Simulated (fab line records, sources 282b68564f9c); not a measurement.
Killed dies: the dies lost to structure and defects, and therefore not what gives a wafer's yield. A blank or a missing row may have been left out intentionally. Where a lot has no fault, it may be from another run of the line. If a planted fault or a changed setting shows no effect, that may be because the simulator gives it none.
A struck lot beside a sound one / flow rit_cmos / 23 out of 202 route steps
Sound: these wafers, L499.1, L499.2, L499.3. Wafers struck: L497.3, L497.4, L497.6. The cause is given at the end.
Each step with rows lists, per side, the tool, then ch with its chambers, then its first start. Under that, the readings that differ: sound wafers / struck wafers / difference of the means / sigmas: that difference in standard deviations of wafers without a fault.
alike: readings whose means differ by less than 2 such deviations, and words and numbers that are the same on both sides. not compared: withheld readings, readings that some wafer has no value for, bounds like >300 that may hide the same value, and numbers for which the record gives no deviation and whose values overlap.
The two part at a step that has a row with sigmas, a row that says differs or no value, or rows on one side only. Numbers that don't overlap but have no deviation are shown without sigmas and don't part them. A reading missing from all wafers of one side parts the sides only when that side holds two or more wafers.

first, 5 steps without rows for these wafers: RIT_GATE_WET_ETCH_00 (etches SiO2 in BOE, target depth 56 nm, time 60 s); RIT_GATE_CLEAN_01 (cleans in SC1, time 600 s); RIT_GATE_CLEAN_02 (cleans in dHF, time 30 s); RIT_GATE_CLEAN_03 (cleans in SC2, time 600 s); RIT_GATE_CLEAN_04 (cleans in dHF, time 60 s).
RIT_FOX2_THK_MEAS_91:
  struck on film_metro-01, day 3 08:44; sound on film_metro-02, day 3 19:24
  alike: FIELD_OXIDE_LEFT_2_THK
then, 2 steps without rows for these wafers: RIT_GATE_OXIDATION_05 (target thk 3 nm, ox time 270 s); RIT_GATE_ANNEAL_06 (time 600 s).
RIT_GATE_THK_MEAS_07:
  struck on film_metro-02, day 3 10:07; sound on film_metro-03, day 3 21:02
  alike: GATE_OXIDE_THK
then, 1 step without rows for these wafers: RIT_GATE_CVD_08 (deposits poly-Si from SiH4, target thk 250 nm, time 2220 s).
RIT_GATE_THK_MEAS_09:
  struck on film_metro-03, day 3 11:48; sound on film_metro-01, day 3 22:43
  alike: GATE_POLY_THK
then, 1 step without rows for these wafers: RIT_GATE_HMDS_10 (prime time 60 s).
RIT_GATE_COAT_11: resist thk 850 nm.
  sound on litho_track-01 ch 0, day 3 22:55; struck on litho_track-03 ch 0, day 3 12:02
reading=spin_speed_rpm (rpm); sound=4252 4253 4250; struck=4066 4068 4063; difference=-186; sigmas=-62
reading=model.NOVOLAK_of_GATE_COAT_11.thk_nm (nm); sound=847.2 850.1 846.6; struck=865.7 866.4 868.1; difference=+18.8; sigmas=
then, 4 steps without rows for these wafers: RIT_GATE_SOFTBAKE_12 (time 60 s); RIT_GATE_EXPOSE_13 (exposes mask M6, target cd 150 nm); RIT_GATE_PEB_14; RIT_GATE_DEVELOP_15 (develop time 50 s).
RIT_GATE_CD_MEAS_16: the cd target is 150 nm.
  struck on cd_sem-01, day 3 12:44; sound on cd_sem-01, day 3 23:44
  alike: cd_nm
RIT_GATE_OVL_MEAS_17:
  struck on overlay-01, day 3 12:49; sound on overlay-02, day 3 23:52
  alike: GATE_OVL
then, 1 step without rows for these wafers: RIT_GATE_HARDBAKE_18 (time 60 s).
RIT_GATE_ETCH_19: etches poly-Si in SF6/CHF3/O2, stops on SiO2, time 165 s, target depth 312.5 nm.
  sound on rie_si-01 ch 0,1,3, day 4 00:03; struck on rie_si-01 ch 0,1,2, day 3 13:00
reading=model.NOVOLAK_of_GATE_COAT_11.thk_nm (nm); sound=667.9 669.1 669.2; struck=684 686 688.6; difference=+17; sigmas=
reading=model.GATE.cd_nm (nm); sound=150.2 149.6 147; struck=151.5 151.3 151.1; difference=+2.4; sigmas=
  alike: drypump_motor_current_A, oes_product_au, throttle_valve_pct
  not compared: rf_hours_counter_h
RIT_GATE_STRIP_20: strips in O2, time 180 s.
  sound on plasma_asher-01 ch 0,1, day 4 00:09; struck on plasma_asher-04 ch 0,1, day 3 13:10
reading=drypump_motor_current_A (A); sound=5.47 5.48 5.48; struck=5.03 4.94 4.91; difference=-0.52; sigmas=-2
  not compared: rf_hours_counter_h
RIT_M1_PROBE_99:
  struck on prober-02, day 4 09:25; sound on prober-02, day 4 21:48
reading=model.etest.npoly_line.line_ohm_um; sound=167.2 166.6 171.1; struck=160.7 161.8 159; difference=-7.8; sigmas=
reading=model.etest.npoly_line.width_nm (nm); sound=102 101.7 99.31; struck=104.7 104.3 104.2; difference=+3.4; sigmas=
reading=model.etest.ppoly_line.width_nm (nm); sound=102.7 102.7 99.95; struck=106 105.1 105.5; difference=+4; sigmas=
  alike: killed_at_contacts, killed_at_front_end, killed_dies, killed_open, killed_short
  not compared: model.etest.ppoly_line.line_ohm_um

== WHERE THEY PART ==
First at RIT_GATE_COAT_11; last, within this record, at RIT_GATE_STRIP_20. Later steps at which nothing parts them and some readings are alike: RIT_M1_PROBE_99.

WHY: what the simulator had put in
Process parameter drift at RIT_GATE_COAT_11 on litho_track-03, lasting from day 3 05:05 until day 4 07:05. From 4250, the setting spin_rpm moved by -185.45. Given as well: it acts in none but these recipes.
